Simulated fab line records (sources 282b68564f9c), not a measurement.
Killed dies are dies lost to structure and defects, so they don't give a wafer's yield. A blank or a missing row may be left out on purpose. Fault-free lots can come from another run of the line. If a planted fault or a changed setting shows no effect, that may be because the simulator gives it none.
What tool caused it? + flow rit-cmos + Sampling: 15 lots, 45 wafers, 2 of 202 route steps

== WHAT THE GAUGES SHOWED, per wafer ==
Not one reading of a measure or inspect step in the record can be checked against a usual standard deviation.

== TOOL THAT RAN EACH LOT (tool first, then ch and the chambers of the sampled wafers, then the start) ==
| lot  | RIT_PSD_STRIP_09                    | RIT_M1_PROBE_99        |
|------|-------------------------------------|------------------------|
| L953 | plasma-asher-01 ch 0,1, day 3 04:23 | -                      |
| L954 | plasma-asher-03 ch 0,1, day 3 11:13 | -                      |
| L955 | plasma-asher-01 ch 0,1, day 3 17:52 | prober-02, day 4 01:47 |
| L956 | plasma-asher-03 ch 0,1, day 3 20:47 | prober-01, day 4 05:00 |
| L957 | plasma-asher-03 ch 0,1, day 4 01:40 | prober-01, day 4 09:59 |
| L958 | plasma-asher-03 ch 0,1, day 4 08:34 | -                      |
| L959 | plasma-asher-01 ch 0,1, day 4 10:26 | -                      |
| L966 | plasma-asher-01 ch 0,1, day 6 00:19 | prober-02, day 6 08:43 |
| L967 | plasma-asher-01 ch 0,1, day 6 04:20 | prober-02, day 6 12:46 |
| L970 | plasma-asher-02 ch 0,1, day 6 18:01 | -                      |
| L972 | plasma-asher-01 ch 0,1, day 7 03:31 | -                      |
| L973 | plasma-asher-02 ch 0,1, day 7 10:02 | prober-01, day 7 18:10 |
| L974 | plasma-asher-03 ch 0,1, day 7 11:58 | -                      |
| L975 | plasma-asher-01 ch 0,1, day 7 16:55 | -                      |
| L976 | plasma-asher-03 ch 0,1, day 7 23:08 | -                      |
- RIT_PSD_STRIP_09: strips in O2, time 180 s.
- RIT_M1_PROBE_99

== AS READ BY THE TOOLS THEMSELVES (means over the sampled wafers that have a number; for cases with no such wafer, the mark the record gives instead) ==
RIT_PSD_STRIP_09.
| lot  | tool            | chamber-pressure-mTorr (mTorr) | drypump-motor-current-A (A) |
|------|-----------------|--------------------------------|-----------------------------|
| L953 | plasma-asher-01 | 4002                           | 5.5                         |
| L954 | plasma-asher-03 | 4001                           | 5.6                         |
| L955 | plasma-asher-01 | -                              | -                           |
| L956 | plasma-asher-03 | -                              | -                           |
| L957 | plasma-asher-03 | -                              | -                           |
| L958 | plasma-asher-03 | 4001                           | 5.6                         |
| L959 | plasma-asher-01 | 3997                           | 5.1                         |
| L966 | plasma-asher-01 | 4002                           | 5.5                         |
| L967 | plasma-asher-01 | 4000                           | 5.1                         |
| L970 | plasma-asher-02 | 4002                           | 5.3                         |
| L972 | plasma-asher-01 | 3997                           | 5.1                         |
| L973 | plasma-asher-02 | 3996                           | 5.7                         |
| L974 | plasma-asher-03 | 3999                           | 5.6                         |
| L975 | plasma-asher-01 | 4000                           | 5.5                         |
| L976 | plasma-asher-03 | 4001                           | 5.6                         |

RIT_M1_PROBE_99.
| lot  | tool      | killed_at_M0_to_M3 | killed-at-contacts | killed-at-front-end | killed-dies | killed-on-rim | killed-open | killed-short |
|------|-----------|--------------------|--------------------|---------------------|-------------|---------------|-------------|--------------|
| L955 | prober-02 | 0.0                | 0.0                | 264.0               | 264.0       | 70.0          | 4.7         | 2.3          |
| L956 | prober-01 | 0.0                | 0.0                | 264.0               | 264.0       | 70.0          | 4.7         | 5.3          |
| L957 | prober-01 | 0.0                | 0.0                | 264.0               | 264.0       | 70.0          | 3.3         | 4.3          |
| L966 | prober-02 | 0.0                | 0.0                | 5.7                 | 5.7         | 1.3           | 4.7         | 1.0          |
| L967 | prober-02 | 0.0                | 0.3                | 4.0                 | 4.3         | 0.7           | 1.0         | 3.3          |
| L973 | prober-01 | 0.0                | 0.3                | 5.3                 | 5.7         | 2.3           | 3.7         | 2.0          |

== THE ANSWER, worked out from the rows above alone ==
Rule: usual is defined by the lots themselves. Put in order of their means at a reading, lots are off if they are a third of the lots or fewer, leave a main group of 4 or more, and stand apart from it by a gap of 3 or more times the standard deviation of the main group's means; of several such gaps the widest counts. The tables above print the reading to a certain number of digits; a main group whose means all agree to those digits is not used. A lot without any number at a reading at which 4 lots or more have one is off too. All remaining lots with rows at the step are treated as sound. Order of review: gauges by route order, followed by the tools' own readings, for which a lot's mean as printed above is used. The first step at which some lot is off is used, and at that step the reading that is off furthest; a lot without a number counts as furthest.
Off, at RIT_PSD_STRIP_09 on chamber-pressure-mTorr: L955, L956, L957. Without a number there: L955, L956, L957. Main group: mean 4000 mTorr, sd 2.
A tool fits if, at that step or a process step before it, it ran every lot that is off, and no sound lot after the first of them. No candidate that was tried fits.

== WHAT THE SIMULATOR PUT IN ==
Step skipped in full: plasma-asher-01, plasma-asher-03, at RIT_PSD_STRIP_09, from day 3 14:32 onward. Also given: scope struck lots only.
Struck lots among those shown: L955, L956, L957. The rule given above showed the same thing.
